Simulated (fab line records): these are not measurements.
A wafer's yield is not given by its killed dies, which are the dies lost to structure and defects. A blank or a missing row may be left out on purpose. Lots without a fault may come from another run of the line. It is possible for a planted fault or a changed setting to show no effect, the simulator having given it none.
fab line records	flow berkeley-cmos170
record lots=14	wafers=42	last-day=11
route steps=331 shown NWELL@16 V2@292 M3@326
lots that met no fault: from a run of the same line without faults
start-h: the number of hours between the record's first day and the start of the first shown wafer of the lot	wait-h: time in hours since the lot's previous step	" repeats the value in the row above	L1.1+2: a single row standing in for several wafers	- value missing, or start not given	* or withheld: withheld	< > ~ a bound
route shown NAME@n: names a module that has steps shown in the file, with the first one's number in the route	usual: mean/standard deviation of fault-free wafers	same: alike in all rows	chamber/n: place in a boat	sites: per-site readings	_std_site: how widely they spread, as a standard deviation	_edge_site: inner sites' mean taken away from outer sites' mean	radius-mm: for every site, how far away it sits from the centre of the wafer	mask NAME#n: copy n	behind: tool/chamber where the wafer was last shaped	hold: what put the lot on hold/how long, in hours/how the hold closed	device: the transistor (n, p or np) that didn't switch	end of line: tests of these same wafers at the route's end	a step without rows: its recipe alone	killed: dies that structure and defects cost at the first sort, which is not the same as the wafer's yield	map: a wafer's dies, marking killed ones x, the rest . and places with no die _
set.NAME: the setting the step ran with; set.NAME@STEP: the setting that earlier step ran with	model.NAME: the simulator's own value behind a step, which no gauge read
route steps across a sampled set of lots; one table per step, one row per wafer
services: a tool's chamber out of use, with start hour (start-h, from the record's first day; less than 0 if before it), hours out, and reason
## steps
# step UCB170_NWELL_THK_MEAS_02
# recipe reads=SiO2_of_NWELL_OXIDATION_01
# usual NWELL_OXIDE_THK=26.6/0.45
lot.wafer	tool	chamber	start-h	wait-h	NWELL_OXIDE_THK[nm]
L385.3	film-metro-01	-	27.68	0.0	26.7
L385.5	"	-	"	"	26.7
L385.6	"	-	"	"	27.2
L388.1	film-metro-01	-	45.04	0.0	26.6
L388.2	"	-	"	"	26.2
L388.5	"	-	"	"	26.3
L390.1	film-metro-04	-	52.64	0.0	27.0
L390.2	"	-	"	"	26.3
L390.5	"	-	"	"	26.4
L389.1	film-metro-01	-	52.64	0.0	27.2
L389.2	"	-	"	"	26.9
L389.3	"	-	"	"	27.1
L392.2	film-metro-04	-	72.56	0.0	26.2
L392.5	"	-	"	"	26.3
L392.6	"	-	"	"	25.8
L396.2	film-metro-01	-	76.74	0.0	25.9
L396.3	"	-	"	"	26.0
L396.4	"	-	"	"	25.6
L394.1	film-metro-04	-	76.75	0.1	26.8
L394.3	"	-	"	"	27.6
L394.4	"	-	"	"	26.7
L399.2	film-metro-02	-	101.99	0.0	26.2
L399.4	"	-	"	"	26.1
L399.6	"	-	"	"	26.2
L401.1	film-metro-02	-	107.06	0.0	26.1
L401.4	"	-	"	"	25.6
L401.5	"	-	"	"	26.0
L402.1	film-metro-02	-	113.81	0.0	26.4
L402.4	"	-	"	"	26.2
L402.5	"	-	"	"	25.9
L403.1	film-metro-01	-	113.81	0.0	26.3
L403.5	"	-	"	"	26.3
L403.6	"	-	"	"	26.3
L406.1	film-metro-01	-	129.88	0.0	27.0
L406.3	"	-	"	"	26.8
L406.4	"	-	"	"	26.4
L405.2	film-metro-02	-	129.89	0.0	26.1
L405.4	"	-	"	"	25.9
L405.6	"	-	"	"	26.0
L407.3	film-metro-02	-	136.20	0.0	27.0
L407.5	"	-	"	"	27.2
L407.6	"	-	"	"	27.3
# step UCB170_V2_CVD_00
# recipe material=SiO2	target-thk-nm=2000	temp-c=390	precursor=TEOS/O2	time-s=250	rf-w=550	pressure-mtorr=9000
# usual heater-power-w=239/65	rf-fwd-power-W=548.7/2	susceptor-temp-C=390.04/0.21
lot.wafer	tool	chamber	start-h	wait-h	heater-power-w	rf-fwd-power-W	susceptor-temp-C
L385.3	pecvd-02	1	152.34	0.1	350	549.0	389.93
L385.5	"	1	"	"	252	546.4	390.20
L385.6	"	2	"	"	202	548.7	389.96
L388.1	pecvd-04	0	186.46	0.1	302	551.6	389.99
L388.2	"	1	"	"	166	544.7	389.90
L388.5	"	1	"	"	155	546.7	390.18
L389.1	pecvd-02	1	188.54	0.1	362	550.3	390.24
L389.2	"	2	"	"	279	549.0	389.77
L389.3	"	0	"	"	317	545.9	390.48
L390.1	pecvd-03	0	188.58	0.1	152	549.8	390.18
L390.2	"	1	"	"	222	543.4	389.99
L390.5	"	2	"	"	232	546.1	389.76
L392.2	pecvd-02	2	193.88	0.1	244	550.6	390.06
L392.5	"	1	"	"	253	551.1	390.01
L392.6	"	0	"	"	224	550.9	390.21
L396.2	pecvd-03	0	194.06	0.1	121	550.8	389.78
L396.3	"	1	"	"	218	549.6	390.03
L396.4	"	0	"	"	166	546.6	390.18
L394.1	pecvd-04	0	194.17	0.1	233	548.1	390.20
L394.3	"	1	"	"	225	547.0	389.99
L394.4	"	0	"	"	320	550.0	390.03
L399.2	pecvd-02	2	238.22	0.1	230	547.3	389.68
L399.4	"	0	"	"	309	547.3	389.86
L399.6	"	1	"	"	252	552.2	390.18
L401.1	pecvd-02	0	251.00	0.1	327	546.9	390.11
L401.4	"	2	"	"	201	547.7	389.79
L401.5	"	1	"	"	338	548.5	390.14
L402.1	pecvd-03	0	252.99	0.1	153	549.2	390.02
L402.4	"	0	"	"	99	547.3	389.88
L402.5	"	2	"	"	330	545.4	389.76
L403.1	pecvd-04	2	253.54	0.1	198	546.1	389.93
L403.5	"	0	"	"	332	552.9	390.12
L403.6	"	1	"	"	151	548.0	389.83
L406.1	pecvd-04	1	260.74	0.1	205	553.1	389.87
L406.3	"	2	"	"	203	550.0	390.23
L406.4	"	2	"	"	153	549.5	390.17
L405.2	pecvd-03	2	260.98	0.1	282	549.7	390.11
L405.4	"	2	"	"	329	550.4	390.00
L405.6	"	1	"	"	166	551.1	390.02
L407.3	pecvd-02	1	261.10	0.1	341	550.8	389.92
L407.5	"	0	"	"	227	549.5	390.52
L407.6	"	2	"	"	206	546.2	390.20
# step UCB170_V2_EXPOSE_09
# recipe mask-id=VIA2	target-cd-nm=700	na=0.5	sigma-outer=0.6	source-shape=conventional	dose-mj=37
# usual exposure-dose-mJ-cm2=37.12/0.22	focus-offset-nm=-0.1/0.52	sigma-outer=0.6/0
lot.wafer	tool	chamber	start-h	wait-h	mask	exposure-dose-mJ-cm2	focus-offset-nm	sigma-outer
L385.3	krf-scanner-02	0	154.00	0.2	VIA2#0	37.43	-0.2	0.6
L385.5	"	0	"	"	VIA2#0	37.42	0.1	0.6
L385.6	"	0	"	"	VIA2#0	37.41	-0.2	0.6
L388.1	krf-scanner-01	0	188.06	0.2	VIA2#0	36.95	0.2	0.6
L388.2	"	0	"	"	VIA2#0	36.96	0.4	0.6
L388.5	"	0	"	"	VIA2#0	37.00	0.4	0.6
L389.1	krf-scanner-01	0	190.14	0.3	VIA2#0	36.96	0.5	0.6
L389.2	"	0	"	"	VIA2#0	36.99	-0.1	0.6
L389.3	"	0	"	"	VIA2#0	37.00	-0.1	0.6
L390.1	krf-scanner-01	0	190.38	0.4	VIA2#0	36.93	0.4	0.6
L390.2	"	0	"	"	VIA2#0	37.00	-0.8	0.6
L390.5	"	0	"	"	VIA2#0	36.94	-0.5	0.6
L392.2	krf-scanner-01	-	195.47	0.2	VIA2#0	-	-	-
L392.5	"	-	"	"	VIA2#0	-	-	-
L392.6	"	-	"	"	VIA2#0	-	-	-
L396.2	krf-scanner-01	-	195.71	0.3	VIA2#0	-	-	-
L396.3	"	-	"	"	VIA2#0	-	-	-
L396.4	"	-	"	"	VIA2#0	-	-	-
L394.1	krf-scanner-01	0	195.88	0.1	VIA2#0	36.96	-1.0	0.6
L394.3	"	0	"	"	VIA2#0	36.94	-0.2	0.6
L394.4	"	0	"	"	VIA2#0	37.02	-0.8	0.6
L399.2	krf-scanner-02	0	239.71	0.2	VIA2#0	37.47	-0.6	0.6
L399.4	"	0	"	"	VIA2#0	37.46	0.0	0.6
L399.6	"	0	"	"	VIA2#0	37.44	0.4	0.6
L401.1	krf-scanner-02	0	252.83	0.2	VIA2#0	37.50	-0.9	0.6
L401.4	"	0	"	"	VIA2#0	37.47	-0.3	0.6
L401.5	"	0	"	"	VIA2#0	37.49	-0.8	0.6
L402.1	krf-scanner-01	0	254.58	0.2	VIA2#0	36.99	-0.5	0.6
L402.4	"	0	"	"	VIA2#0	36.92	-0.3	0.6
L402.5	"	0	"	"	VIA2#0	36.94	0.0	0.6
L403.1	krf-scanner-02	0	255.03	0.2	VIA2#0	37.44	0.5	0.6
L403.5	"	0	"	"	VIA2#0	37.44	0.4	0.6
L403.6	"	0	"	"	VIA2#0	37.46	0.1	0.6
L406.1	krf-scanner-01	0	262.52	0.2	VIA2#0	36.96	0.0	0.6
L406.3	"	0	"	"	VIA2#0	36.94	-0.1	0.6
L406.4	"	0	"	"	VIA2#0	36.98	0.0	0.6
L405.2	krf-scanner-01	0	262.65	0.4	VIA2#0	36.99	-0.5	0.6
L405.4	"	0	"	"	VIA2#0	36.93	-0.5	0.6
L405.6	"	0	"	"	VIA2#0	36.97	-0.2	0.6
L407.3	krf-scanner-01	0	262.79	0.3	VIA2#0	36.98	0.5	0.6
L407.5	"	0	"	"	VIA2#0	36.96	-0.8	0.6
L407.6	"	0	"	"	VIA2#0	36.98	0.7	0.6
# step UCB170_M3_ETCH_17
# recipe chemistry=N2/H2	target-depth-a=withheld	overetch-a=withheld	target=BARC	time-s=withheld	source-w=500	bias-w=100	pressure-mtorr=30	n2-flow-sccm=100	h2-flow-sccm=200
# usual drypump-motor-current-A=5.8/0.52	oes-product-au=1.000/0.018	rf-fwd-power-W=495.4/1.9	throttle-valve-pct=13.27/0.17
lot.wafer	tool	chamber	start-h	wait-h	drypump-motor-current-A	oes-product-au	rf-fwd-power-W	throttle-valve-pct
L385.3	rie-diel-02	0	157.31	0.0	5.9	1.017	497.6	13.47
L385.5	"	3	"	"	4.9	1.004	490.3	13.23
L385.6	"	2	"	"	6.7	0.985	496.6	13.26
L388.1	rie-diel-02	1	192.83	0.0	5.3	0.997	497.3	12.97
L388.2	"	3	"	"	4.9	1.001	494.2	13.26
L388.5	"	1	"	"	5.3	1.009	498.1	12.96
L389.1	rie-diel-03	3	194.73	0.0	6.1	1.006	498.4	13.34
L389.2	"	2	"	"	6.2	0.968	498.3	13.55
L389.3	"	0	"	"	6.3	0.989	495.4	13.12
L390.1	rie-diel-04	1	194.97	0.0	5.5	1.009	495.0	13.12
L390.2	"	3	"	"	5.2	1.000	495.2	13.16
L390.5	"	0	"	"	5.4	1.034	495.7	13.50
L394.1	rie-diel-03	0	201.06	0.0	6.4	0.966	496.2	13.09
L394.3	"	3	"	"	6.1	1.005	497.3	13.33
L394.4	"	2	"	"	6.2	0.965	494.9	13.55
L399.2	rie-diel-02	3	242.81	0.0	4.9	0.995	492.5	13.23
L399.4	"	0	"	"	5.9	1.009	495.3	13.49
L399.6	"	0	"	"	5.9	1.001	494.8	13.49
L401.1	rie-diel-03	1	255.98	0.0	6.0	0.995	497.2	13.32
L401.4	"	0	"	"	6.4	0.971	495.9	13.09
L401.5	"	3	"	"	6.1	0.997	495.3	13.32
L402.1	rie-diel-02	1	258.28	0.0	5.3	1.010	497.5	12.99
L402.4	"	2	"	"	6.7	0.973	496.0	13.26
L402.5	"	0	"	"	5.9	1.003	497.6	13.49
L403.1	rie-diel-03	1	259.14	0.0	6.0	0.999	497.9	13.32
L403.5	"	1	"	"	5.9	0.992	496.8	13.31
L403.6	"	0	"	"	6.3	0.975	497.1	13.11
L406.1	rie-diel-03	2	266.22	0.0	6.2	0.971	496.6	13.55
L406.3	"	3	"	"	6.1	1.005	496.6	13.33
L406.4	"	1	"	"	6.0	0.983	494.3	13.31
L405.2	rie-diel-04	0	266.37	0.0	5.4	1.034	491.6	13.48
L405.4	"	2	"	"	5.9	1.002	496.7	13.08
L405.6	"	2	"	"	5.9	1.012	496.3	13.08
L407.3	rie-diel-02	2	266.49	0.0	6.6	0.969	496.3	13.25
L407.5	"	0	"	"	5.8	1.012	495.6	13.51
L407.6	"	1	"	"	5.3	0.999	493.4	12.98
## services
tool	chamber	start-h	hours	kind
pecvd-04	-	135.50	14.0	pm
pecvd-04	0	135.50	14.0	vent-cycle
pecvd-04	1	135.50	14.0	vent-cycle
pecvd-04	2	135.50	14.0	vent-cycle
pecvd-04	0	149.50	-	clean
pecvd-04	1	149.50	-	clean
rie-diel-02	2	151.80	5.0	repair
pecvd-02	-	169.56	0.7	repair
pecvd-04	-	175.36	0.3	repair
krf-scanner-01	-	178.82	1.3	pm
pecvd-04	2	179.63	15.3	repair
krf-scanner-02	-	195.30	1.0	pm
krf-scanner-01	-	197.22	2.2	repair
krf-scanner-01	-	199.44	0.8	pm
rie-diel-02	1	200.14	-	clean
rie-diel-02	1	200.14	17.0	scheduled-down
rie-diel-02	1	200.14	17.0	vent-cycle
pecvd-04	1	204.00	6.2	repair
krf-scanner-02	-	207.50	0.2	repair
rie-diel-02	-	207.74	0.3	repair
pecvd-03	1	218.90	7.7	repair
krf-scanner-02	-	222.53	1.3	pm
krf-scanner-01	0	227.34	-	calibration
krf-scanner-01	-	228.88	4.0	pm
## key
first-sign step=UCB170_V2_EXPOSE_09	reading=tool-record	direction=missing
effect none on later readings
met-at UCB170_V2_EXPOSE_09
struck-lots L392,L396
later-rows-left-out L392.2,L392.5,L392.6,L396.2,L396.3,L396.4
sort-left-out L392.2,L392.5,L392.6,L396.2,L396.3,L396.4
not-acting-at UCB170_NWELL_THK_MEAS_02,UCB170_V2_CVD_00,UCB170_M3_ETCH_17
onset-between 190.38 195.47
fault kind=skipped-step-whole	tool=krf-scanner-01	chamber=-	onset-h=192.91	steps=UCB170_V2_EXPOSE_09	scope=struck-lots-only
# sort-left-out: the simulated sort isn't trusted on such a fault, so these wafers' sort isn't shown, and their yield isn't known
# later-rows-left-out: the simulator's readings of these wafers behind a module that went badly wrong aren't trusted and aren't shown, but for the sort
